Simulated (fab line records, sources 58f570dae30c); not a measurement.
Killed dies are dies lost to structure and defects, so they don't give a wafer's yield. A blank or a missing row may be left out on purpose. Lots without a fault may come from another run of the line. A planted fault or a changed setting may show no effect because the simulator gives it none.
Split-lot experiment | flow berkeley_cmos170 | 5 lots, 23 wafers read, on a route of 331 steps

THE SPLIT
At UCB170_ACTIVE_PEB_11, the setting peb_temp_c was moved away from the recipe's 130 C on 11 of the 23 wafers read, by -2.2% to +2.9%. The other wafers ran this setting at the recipe's value.

FROM THE SPLIT TO THE READING: what the file shows between them, 4 steps
- UCB170_ACTIVE_DEVELOP_12: develop time 45 s
- UCB170_ACTIVE_CD_MEAS_13: target cd 1200 nm
- UCB170_ACTIVE_ETCH_15: etches Si3N4 in CH3F/Ar/O2, stops on SiO2, target depth 242 nm, time 151 s
- UCB170_ACTIVE_STRIP_16: strips in O2

THE READING
cd_nm, in nm, at UCB170_ACTIVE_CD_MEAS_90 (target cd 1200 nm). Fault-free wafers of this fab line usually give 1200.0 nm, standard deviation 1.3 nm.

wafer  | tool, chamber at the split | peb_temp_c as run, C | against the recipe | cd_nm, nm | against lot-mates on the recipe
L075.1 | litho_track-01, 0          | 130                  | recipe             | 1200.4    | -
L075.2 | litho_track-01, 0          | 131                  | +0.8%              | 1191.8    | -7.7
L075.3 | litho_track-01, 0          | 130                  | recipe             | 1198.5    | -
L075.4 | litho_track-01, 0          | 131                  | +0.8%              | 1193.9    | -5.5
L075.5 | litho_track-01, 0          | 131                  | +0.8%              | 1193.7    | -5.8
L079.1 | litho_track-01, 0          | 133.8                | +2.9%              | 1177.4    | -21.7
L079.2 | litho_track-01, 0          | 133.8                | +2.9%              | 1176.8    | -22.3
L079.3 | litho_track-01, 0          | 130                  | recipe             | 1198.7    | -
L079.4 | litho_track-01, 0          | 130                  | recipe             | 1199.4    | -
L079.5 | litho_track-01, 0          | 133.8                | +2.9%              | 1177.8    | -21.3
L080.1 | litho_track-02, 0          | 127.2                | -2.2%              | 1224.4    | +22.8
L080.3 | litho_track-02, 0          | 130                  | recipe             | 1201.9    | -
L080.4 | litho_track-02, 0          | 130                  | recipe             | 1201.3    | -
L080.5 | litho_track-02, 0          | 127.2                | -2.2%              | 1223.9    | +22.3
L080.6 | litho_track-02, 0          | 127.2                | -2.2%              | 1223.2    | +21.6
L081.2 | litho_track-01, 0          | 130                  | recipe             | 1201.4    | -
L081.4 | litho_track-01, 0          | 130                  | recipe             | 1200.1    | -
L081.5 | litho_track-01, 0          | 130                  | recipe             | 1201.2    | -
L085.1 | litho_track-02, 0          | 130                  | recipe             | 1200.7    | -
L085.2 | litho_track-02, 0          | 130                  | recipe             | 1199.7    | -
L085.3 | litho_track-02, 0          | 133.5                | +2.7%              | 1180.5    | -19.9
L085.4 | litho_track-02, 0          | 133.5                | +2.7%              | 1179.9    | -20.5
L085.5 | litho_track-02, 0          | 130                  | recipe             | 1200.8    | -

THE FIT
A straight line over all 23 wafers: cd_nm changes by -8.79 nm for each +1% of peb_temp_c; r = -0.99; the points scatter about the line by 2.1 nm.
The same after taking each lot's own level away (the mean of its wafers on the recipe; 23 wafers): -8.4 nm for each +1%; r = -0.99; scatter 1.8 nm.
On that fit, the largest move of peb_temp_c shifts the reading by 25 nm.
The lots' own levels span 1199.05 to 1201.60 nm, that is 2.0 times the standard deviation above.
So the lot-to-lot level changes the slope little: the two slopes agree.
Check: with one of the wafers moved furthest among these (+2.9%) left out of the fit, the line predicts -23.8 nm for it against its lot-mates. It came out at -21.7 nm against them.

OTHER SPLITS ON THESE WAFERS
These wafers also went through other splits before the reading. Each is held against what the fit with the lots' levels taken away leaves over:
other split on the same wafers    | wafers away from the commonest value | r with cd_nm (lot level and that fit taken away)
UCB170_ZERO_COAT_01 resist_thk_nm | 4                                    | +0.15
UCB170_ZERO_DEVELOP_05 dev_temp_c | 2                                    | +0.61

THE WHOLE CHAIN: every reading that the file lists as answering this split, in the file's order
step                     | what it does                                                               | reading                                                       | change (the file's fit)              | r (the file's)
UCB170_ACTIVE_CD_MEAS_13 | target cd 1200 nm                                                          | cd_nm                                                         | -8.14 nm for each +1% of the setting | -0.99
UCB170_ACTIVE_ETCH_15    | etches Si3N4 in CH3F/Ar/O2, stops on SiO2, target depth 242 nm, time 151 s | ACTIVE.cd_nm (the simulator's own value, which no gauge read) | -8.1 nm for each +1% of the setting  | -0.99
UCB170_ACTIVE_CD_MEAS_90 | target cd 1200 nm                                                          | cd_nm                                                         | -8.12 nm for each +1% of the setting | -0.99

THE FILE'S OWN FIT
cd_nm changes by -8.12 nm for each +1% of peb_temp_c, r = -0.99.
